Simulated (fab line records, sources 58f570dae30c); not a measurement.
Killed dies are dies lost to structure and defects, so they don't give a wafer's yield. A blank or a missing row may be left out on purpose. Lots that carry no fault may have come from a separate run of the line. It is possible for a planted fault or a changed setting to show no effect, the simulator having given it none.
Matching of chambers :: flow berkeleyCmos170 :: UCB170_M1_ETCH_11 on rieDiel-04: 4 sister chambers
The step etches BARC in N2/H2. 18 wafers are shown with their chamber, then 9 later ones without.

## WAFERS WITH THEIR CHAMBER
wafer: L467.2
chamber: 0
throttleValvePct (%): 13.40
drypumpMotorCurrentA (A): 5.8
oesProductAu (a.u.): 1.001

wafer: L467.5
chamber: 2
throttleValvePct (%): 13.75
drypumpMotorCurrentA (A): 6.5
oesProductAu (a.u.): 1.005

wafer: L467.6
chamber: 3
throttleValvePct (%): 13.36
drypumpMotorCurrentA (A): 5.0
oesProductAu (a.u.): 0.968

wafer: L466.1
chamber: 2
throttleValvePct (%): 13.76
drypumpMotorCurrentA (A): 6.4
oesProductAu (a.u.): 1.008

wafer: L466.4
chamber: 3
throttleValvePct (%): 13.35
drypumpMotorCurrentA (A): 4.9
oesProductAu (a.u.): 0.975

wafer: L466.6
chamber: 1
throttleValvePct (%): 13.65
drypumpMotorCurrentA (A): 4.8
oesProductAu (a.u.): 0.992

wafer: L468.1
chamber: 2
throttleValvePct (%): 13.74
drypumpMotorCurrentA (A): 6.4
oesProductAu (a.u.): 1.007

wafer: L468.2
chamber: 0
throttleValvePct (%): 13.42
drypumpMotorCurrentA (A): 5.8
oesProductAu (a.u.): 1.001

wafer: L468.6
chamber: 2
throttleValvePct (%): 13.76
drypumpMotorCurrentA (A): 6.4
oesProductAu (a.u.): 1.002

wafer: L469.1
chamber: 1
throttleValvePct (%): 13.64
drypumpMotorCurrentA (A): 4.8
oesProductAu (a.u.): 0.993

wafer: L469.3
chamber: 2
throttleValvePct (%): 13.76
drypumpMotorCurrentA (A): 6.5
oesProductAu (a.u.): 1.013

wafer: L469.6
chamber: 0
throttleValvePct (%): 13.42
drypumpMotorCurrentA (A): 5.7
oesProductAu (a.u.): 0.994

wafer: L471.2
chamber: 3
throttleValvePct (%): 13.36
drypumpMotorCurrentA (A): 4.9
oesProductAu (a.u.): 0.967

wafer: L471.3
chamber: 2
throttleValvePct (%): 13.75
drypumpMotorCurrentA (A): 6.4
oesProductAu (a.u.): 0.991

wafer: L471.5
chamber: 0
throttleValvePct (%): 13.41
drypumpMotorCurrentA (A): 5.8
oesProductAu (a.u.): 0.996

wafer: L472.2
chamber: 3
throttleValvePct (%): 13.35
drypumpMotorCurrentA (A): 5.0
oesProductAu (a.u.): 0.979

wafer: L472.3
chamber: 2
throttleValvePct (%): 13.76
drypumpMotorCurrentA (A): 6.4
oesProductAu (a.u.): 1.002

wafer: L472.6
chamber: 0
throttleValvePct (%): 13.41
drypumpMotorCurrentA (A): 5.7
oesProductAu (a.u.): 0.990

SIGNATURES (means of the wafers above)
reading: throttleValvePct
chamber 0: 13.4120
chamber 1: 13.6450
chamber 2: 13.7543
chamber 3: 13.3550
scatter within a chamber: 0.00757

reading: drypumpMotorCurrentA
chamber 0: 5.760
chamber 1: 4.800
chamber 2: 6.429
chamber 3: 4.950
scatter within a chamber: 0.0509

reading: oesProductAu
chamber 0: 0.99640
chamber 1: 0.99250
chamber 2: 1.00400
chamber 3: 0.97225
scatter within a chamber: 0.00581
Rule: distance of a wafer from a chamber = root of the sum over the readings of ((wafer's reading minus chamber's mean) / reading's scatter) squared. The wafer belongs to the nearest chamber; if the next one is less than 2 further off, it can't be placed. The scatter is the square root of a quotient: the sum, over the shown wafers, of each reading's squared deviation from its chamber's mean, divided by wafers minus chambers.

## WAFERS MISSING THEIR CHAMBER
wafer: L473.1
throttleValvePct (%): 13.34
drypumpMotorCurrentA (A): 5.0
oesProductAu (a.u.): 0.980

wafer: L473.3
throttleValvePct (%): 13.42
drypumpMotorCurrentA (A): 5.8
oesProductAu (a.u.): 1.006

wafer: L473.6
throttleValvePct (%): 13.38
drypumpMotorCurrentA (A): 5.0
oesProductAu (a.u.): 0.982

wafer: L483.1
throttleValvePct (%): 13.75
drypumpMotorCurrentA (A): 6.4
oesProductAu (a.u.): 0.999

wafer: L483.2
throttleValvePct (%): 13.66
drypumpMotorCurrentA (A): 4.8
oesProductAu (a.u.): 0.993

wafer: L483.5
throttleValvePct (%): 13.75
drypumpMotorCurrentA (A): 6.4
oesProductAu (a.u.): 1.016

wafer: L485.3
throttleValvePct (%): 13.75
drypumpMotorCurrentA (A): 6.4
oesProductAu (a.u.): 1.006

wafer: L485.4
throttleValvePct (%): 13.40
drypumpMotorCurrentA (A): 5.7
oesProductAu (a.u.): 1.001

wafer: L485.5
throttleValvePct (%): 13.75
drypumpMotorCurrentA (A): 6.4
oesProductAu (a.u.): 1.001

## THE CHAMBER EACH PASSED THROUGH
wafer: L473.1
from the rows above: 3
in truth: 3

wafer: L473.3
from the rows above: 0
in truth: 0

wafer: L473.6
from the rows above: 3
in truth: 3

wafer: L483.1
from the rows above: 2
in truth: 2

wafer: L483.2
from the rows above: 1
in truth: 1

wafer: L483.5
from the rows above: 2
in truth: 2

wafer: L485.3
from the rows above: 2
in truth: 2

wafer: L485.4
from the rows above: 0
in truth: 0

wafer: L485.5
from the rows above: 2
in truth: 2
Correctly placed: 9 of 9. Can't be placed from these rows: 0. Wrongly placed: 0.
